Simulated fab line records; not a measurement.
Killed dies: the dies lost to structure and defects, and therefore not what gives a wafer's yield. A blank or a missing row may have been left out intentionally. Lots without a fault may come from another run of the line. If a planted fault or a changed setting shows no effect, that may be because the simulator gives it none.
The tool behind it: which one?	flow berkeleyCmos170	42 wafers from 14 lots sampled at 3 of the route's 331 steps

WHAT THE GAUGES READ, wafer by wafer
UCB170_V1_THK_MEAS_04. Usual: V1_POLISHED_THK gives 1000.0 nm (standard deviation 1.1).
lot	measured	on	V1_POLISHED_THK (nm)	flag
L216	day 7 23:41	filmMetro-01	998.1 1000.1 999.1	
L215	day 7 23:56	filmMetro-03	1000.6 1001.2 1002.5	
L219	day 8 09:18	filmMetro-03	1000.8 1000.3 1000.2	
L221	day 8 09:23	filmMetro-01	1000.5 1000.6 1000.3	
L220	day 8 12:40	filmMetro-01	1002.3 999.5 1000.7	
L223	day 8 22:22	filmMetro-02	998.3 1000.0 998.3	
L222	day 8 22:39	filmMetro-01	998.4 998.9 999.2	
L225	day 9 12:40	filmMetro-03	999.8 1001.4 1000.6	
L226	day 9 12:44	filmMetro-01	1001.7 1001.0 1002.1	
L227	day 10 04:59	filmMetro-01	999.5 999.6 1001.0	
L229	day 10 04:59	filmMetro-03	999.8 1000.4 999.8	
L234	day 11 15:23	filmMetro-01	999.4 1001.0 1001.7	
L236	day 11 15:24	filmMetro-02	997.8 999.5 997.6	
L237	day 11 15:43	filmMetro-03	998.9 999.0 1001.0	

UCB170_M2_CD_MEAS_15 targets a cd of 700 nm. Usual: cdNm reads 700.0 nm (standard deviation 1.2).
lot	measured	on	cdNm (nm)	flag
L216	day 8 04:35	cdSem-01	700.3 701.3 701.5	
L215	day 8 05:10	cdSem-02	699.7 701.6 701.1	
L219	day 8 16:55	cdSem-02	699.8 699.8 700.1	
L221	day 8 17:01	cdSem-01	700.8 700.5 700.8	
L220	day 8 18:34	cdSem-02	700.6 700.4 700.9	
L223	day 9 03:59	cdSem-01	700.1 698.5 699.4	
L222	day 9 04:07	cdSem-02	700.4 700.6 699.6	
L225	day 9 16:20	cdSem-02	- - -	OFF
L226	day 9 16:52	cdSem-02	- - -	OFF
L227	day 10 08:52	cdSem-01	701.9 701.1 700.0	
L229	day 10 09:23	cdSem-02	697.7 697.7 698.7	
L234	day 11 19:53	cdSem-01	701.4 699.4 701.1	
L236	day 11 19:20	cdSem-02	700.0 698.9 697.2	
L237	day 11 20:13	cdSem-01	700.4 701.0 700.5	

WHAT TOOL EACH LOT RAN ON (gives the tool, then ch and the chambers of the sampled wafers, and finally the start)
lot	UCB170_M2_DEVELOP_14
L216	lithoTrack-01 ch 0, day 8 04:00
L215	lithoTrack-01 ch 0, day 8 05:00
L219	lithoTrack-02 ch 0, day 8 16:00
L221	lithoTrack-01 ch 0, day 8 16:00
L220	lithoTrack-01 ch 0, day 8 18:00
L223	lithoTrack-01 ch 0, day 9 03:00
L222	lithoTrack-04 ch 0, day 9 03:00
L225	lithoTrack-02, day 9 16:00
L226	lithoTrack-01, day 9 16:00
L227	lithoTrack-01 ch 0, day 10 08:00
L229	lithoTrack-02 ch 0, day 10 09:00
L234	lithoTrack-02 ch 0, day 11 19:00
L236	lithoTrack-04 ch 0, day 11 19:00
L237	lithoTrack-01 ch 0, day 11 20:00
- UCB170_M2_DEVELOP_14: develop time 45 s.

WHAT THE TOOLS THEMSELVES READ (means of the sampled wafers that have a number; where no wafer has one, the mark that the record gives instead)
UCB170_M2_DEVELOP_14. Usual: chillPlateTempC reads 22.98 C (standard deviation 0.11).
lot	tool	chillPlateTempC (C)	flag
L216	lithoTrack-01	22.96	
L215	lithoTrack-01	23.00	
L219	lithoTrack-02	23.08	
L221	lithoTrack-01	23.04	
L220	lithoTrack-01	23.10	
L223	lithoTrack-01	22.83	
L222	lithoTrack-04	23.02	
L225	lithoTrack-02	-	OFF
L226	lithoTrack-01	-	OFF
L227	lithoTrack-01	23.00	
L229	lithoTrack-02	23.06	
L234	lithoTrack-02	23.05	
L236	lithoTrack-04	22.95	
L237	lithoTrack-01	22.94	

THE ANSWER, worked out from the rows above alone
Rule: a lot is off if the mean of its wafers that have a number lies more than 3 standard deviations from the usual mean. Also off: a lot with no number at a reading for which 4 or more lots have one. Any other lot the step has rows for is counted as sound. Order of review: gauges by route order, followed by the tools' own readings, for which a lot's mean as printed above is used. The first step at which some lot is off is used, and at that step the reading that is off furthest; a lot without a number counts as furthest.
Off: L225, L226, at UCB170_M2_CD_MEAS_15 (cdNm). Without a number there: L225, L226.
A tool fits if, at a process step before that reading, it ran every lot that is off, and no sound lot after the first of them. The gauges at UCB170_M2_CD_MEAS_15 aren't tried: what is off there is off at UCB170_M2_DEVELOP_14 too, on other tools, and a gauge's error can't cause that. None of those tried fits.

WHAT WAS PUT IN BY THE SIMULATOR
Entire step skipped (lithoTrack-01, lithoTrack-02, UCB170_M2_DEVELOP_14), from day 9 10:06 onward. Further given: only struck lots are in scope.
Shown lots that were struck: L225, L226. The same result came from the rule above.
